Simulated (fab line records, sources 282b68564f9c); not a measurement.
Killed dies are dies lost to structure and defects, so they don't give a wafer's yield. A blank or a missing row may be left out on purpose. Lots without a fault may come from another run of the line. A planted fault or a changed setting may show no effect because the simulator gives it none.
Which tool did it? | flow rit_cmos | 14 lots, 42 wafers sampled, at 5 steps of a route of 202

WHAT THE GAUGES READ, wafer by wafer
RIT_FOX2_THK_MEAS_91. Usual: FIELD_OXIDE_LEFT_2_THK 235 nm, standard deviation 5.9.
lot  | measured    | on            | FIELD_OXIDE_LEFT_2_THK (nm) | flag
L837 | day 2 09:32 | film_metro-04 | 234 244 242                 |
L838 | day 2 13:27 | film_metro-03 | 251 244 251                 |
L841 | day 3 03:53 | film_metro-04 | 233 232 232                 |
L844 | day 3 20:01 | film_metro-04 | 233 234 233                 |
L849 | day 4 21:56 | film_metro-04 | 235 235 237                 |
L851 | day 5 06:08 | film_metro-04 | 228 232 231                 |
L852 | day 5 12:04 | film_metro-02 | 229 233 233                 |
L854 | day 5 21:53 | film_metro-04 | 237 237 236                 |
L855 | day 6 02:09 | film_metro-03 | 231 231 231                 |
L856 | day 6 06:46 | film_metro-04 | 232 235 239                 |
L857 | day 6 11:52 | film_metro-03 | 232 239 242                 |
L858 | day 6 17:14 | film_metro-03 | 235 232 234                 |
L859 | day 6 22:18 | film_metro-03 | 224 221 224                 |
L860 | day 7 03:18 | film_metro-04 | 232 241 237                 |

RIT_SDANNEAL_RS_MEAS_07: measures by four-point-probe. Usual: NLDD_RS 151.6 ohm/sq, standard deviation 0.5.
lot  | measured    | on            | NLDD_RS (ohm/sq)  | flag
L837 | day 3 03:06 | film_metro-02 | 152.3 152.3 152.3 |
L838 | day 3 11:07 | film_metro-03 | 151.8 151.9 151.7 |
L841 | day 3 22:33 | film_metro-01 | 150.6 150.7 150.6 |
L844 | day 4 19:41 | film_metro-01 | 151.1 151.6 152.0 |
L849 | day 5 14:51 | film_metro-02 | 151.5 151.3 151.2 |
L851 | day 5 23:30 | film_metro-02 | 151.1 151.5 152.1 |
L852 | day 6 05:31 | film_metro-02 | 151.3 151.3 151.7 |
L854 | day 6 15:28 | film_metro-02 | 151.7 151.7 151.6 |
L855 | day 6 19:38 | film_metro-01 | 151.5 151.8 151.7 |
L856 | day 7 00:02 | film_metro-01 | 151.2 151.0 151.4 |
L857 | day 7 05:39 | film_metro-02 | 151.8 151.8 152.1 |
L858 | day 7 11:44 | film_metro-01 | 151.1 152.0 150.7 |
L859 | day 7 15:33 | film_metro-02 | 151.8 151.7 151.6 |
L860 | day 7 20:31 | film_metro-03 | 151.3 151.2 151.7 |

RIT_CONTACT_THK_MEAS_01. Usual: CONTACT_TEOS_THK 400 nm, standard deviation 5.9.
lot  | measured    | on            | CONTACT_TEOS_THK (nm) | flag
L837 | day 3 03:47 | film_metro-02 | 402 415 404           |
L838 | day 3 11:49 | film_metro-01 | 394 386 396           |
L841 | day 3 23:14 | film_metro-01 | 399 407 579           | OFF
L844 | day 4 20:22 | film_metro-02 | 567 398 407           | OFF
L849 | day 5 15:32 | film_metro-01 | 398 404 401           |
L851 | day 6 00:10 | film_metro-02 | 393 403 399           |
L852 | day 6 06:11 | film_metro-04 | 400 397 406           |
L854 | day 6 16:09 | film_metro-04 | 394 404 402           |
L855 | day 6 20:20 | film_metro-02 | 396 396 393           |
L856 | day 7 00:44 | film_metro-01 | 404 402 406           |
L857 | day 7 06:20 | film_metro-01 | 397 402 399           |
L858 | day 7 12:25 | film_metro-04 | 389 400 402           |
L859 | day 7 16:14 | film_metro-02 | 397 408 402           |
L860 | day 7 21:12 | film_metro-01 | 393 399 399           |

WHICH TOOL RAN EACH LOT (tool, then ch and the chambers of the sampled wafers, then the start)
lot  | RIT_NLDD_SOFTBAKE_02             | RIT_CONTACT_CVD_00
L837 | litho_track-01 ch 0, day 2 17:49 | pecvd-03 ch 1,2, day 3 03:44
L838 | litho_track-04 ch 0, day 3 00:41 | pecvd-01 ch 0,1,2, day 3 11:46
L841 | litho_track-03 ch 0, day 3 13:32 | pecvd-03 ch 0,1,2, day 3 23:10
L844 | litho_track-03 ch 0, day 4 09:41 | pecvd-03 ch 1,2, day 4 20:18
L849 | litho_track-04 ch 0, day 5 05:56 | pecvd-01 ch 1,2, day 5 15:29
L851 | litho_track-03 ch 0, day 5 14:24 | pecvd-04 ch 0,2, day 6 00:06
L852 | litho_track-04 ch 0, day 5 20:23 | pecvd-01 ch 0,2, day 6 06:08
L854 | litho_track-03 ch 0, day 6 06:46 | pecvd-04 ch 0,1,2, day 6 16:06
L855 | litho_track-01 ch 0, day 6 10:07 | pecvd-01 ch 0,1, day 6 20:17
L856 | litho_track-03 ch 0, day 6 15:06 | pecvd-03 ch 0,1, day 7 00:40
L857 | litho_track-01 ch 0, day 6 20:16 | pecvd-04 ch 0,1,2, day 7 06:17
L858 | litho_track-04 ch 0, day 7 02:34 | pecvd-01 ch 0,2, day 7 12:22
L859 | litho_track-04 ch 0, day 7 06:17 | pecvd-03 ch 1,2, day 7 16:11
L860 | litho_track-03 ch 0, day 7 11:16 | pecvd-04 ch 1,2, day 7 21:08
- RIT_NLDD_SOFTBAKE_02: time 62.36 s.
- RIT_CONTACT_CVD_00: deposits SiO2 from TEOS, target thk 400 nm, time 61 s.

WHAT THE TOOLS THEMSELVES READ (means of the sampled wafers that have a number; where no wafer has one, the mark that the record gives instead)
RIT_NLDD_SOFTBAKE_02. Usual: plate_sensor_t_centre_C 90.968 C, standard deviation 0.0099; plate_sensor_t_edge_C 91.021 C, standard deviation 0.0097; softbake_temp_c 90.00 C, standard deviation 0.13.
lot  | tool           | plate_sensor_t_centre_C (C) | plate_sensor_t_edge_C (C) | softbake_temp_c (C) | flag
L837 | litho_track-01 | 90.967                      | 91.015                    | 90.18               |
L838 | litho_track-04 | 90.965                      | 91.016                    | 89.82               |
L841 | litho_track-03 | 90.981                      | 91.024                    | 89.93               |
L844 | litho_track-03 | 90.966                      | 91.022                    | 90.00               |
L849 | litho_track-04 | 90.974                      | 91.022                    | 90.10               |
L851 | litho_track-03 | 90.967                      | 91.017                    | 90.00               |
L852 | litho_track-04 | 90.958                      | 91.031                    | 90.10               |
L854 | litho_track-03 | 90.970                      | 91.016                    | 89.92               |
L855 | litho_track-01 | 90.969                      | 91.023                    | 90.05               |
L856 | litho_track-03 | 90.966                      | 91.012                    | 90.19               |
L857 | litho_track-01 | 90.967                      | 91.016                    | 89.99               |
L858 | litho_track-04 | 90.960                      | 91.019                    | 89.93               |
L859 | litho_track-04 | 90.962                      | 91.022                    | 89.90               |
L860 | litho_track-03 | 90.973                      | 91.025                    | 89.94               |

RIT_CONTACT_CVD_00. Usual: heater_power_w 321 W, standard deviation 55; susceptor_temp_C 389.99 C, standard deviation 0.21.
lot  | tool     | heater_power_w (W) | susceptor_temp_C (C) | flag
L837 | pecvd-03 | 295                | 389.71               |
L838 | pecvd-01 | 304                | 390.09               |
L841 | pecvd-03 | 310                | 389.96               |
L844 | pecvd-03 | 262                | 389.87               |
L849 | pecvd-01 | 308                | 389.96               |
L851 | pecvd-04 | 418                | 389.95               |
L852 | pecvd-01 | 317                | 389.93               |
L854 | pecvd-04 | 379                | 390.07               |
L855 | pecvd-01 | 318                | 389.70               |
L856 | pecvd-03 | 289                | 389.94               |
L857 | pecvd-04 | 382                | 390.14               |
L858 | pecvd-01 | 285                | 389.94               |
L859 | pecvd-03 | 321                | 390.07               |
L860 | pecvd-04 | 344                | 389.93               |

THE ANSWER, worked out from the rows above alone
Rule: a lot is off if the mean of its wafers that have a number lies more than 3 standard deviations from the usual mean. A lot without any number at a reading at which 4 lots or more have one is off too. The other lots that the step has rows for count as sound. The gauges are gone through in route order, then the tools' own readings, and for those a lot's mean is taken as printed above. The first step at which some lot is off is used, and at that step the reading that is off furthest; a lot without a number counts as furthest.
Off: L841, L844, at RIT_CONTACT_THK_MEAS_01 (CONTACT_TEOS_THK).
A tool fits if, at a process step before that reading, it ran every lot that is off, and no sound lot after the first of them. The gauges at RIT_CONTACT_THK_MEAS_01 are tried like those tools. None of those tried fits.

WHAT THE SIMULATOR HAD PUT IN
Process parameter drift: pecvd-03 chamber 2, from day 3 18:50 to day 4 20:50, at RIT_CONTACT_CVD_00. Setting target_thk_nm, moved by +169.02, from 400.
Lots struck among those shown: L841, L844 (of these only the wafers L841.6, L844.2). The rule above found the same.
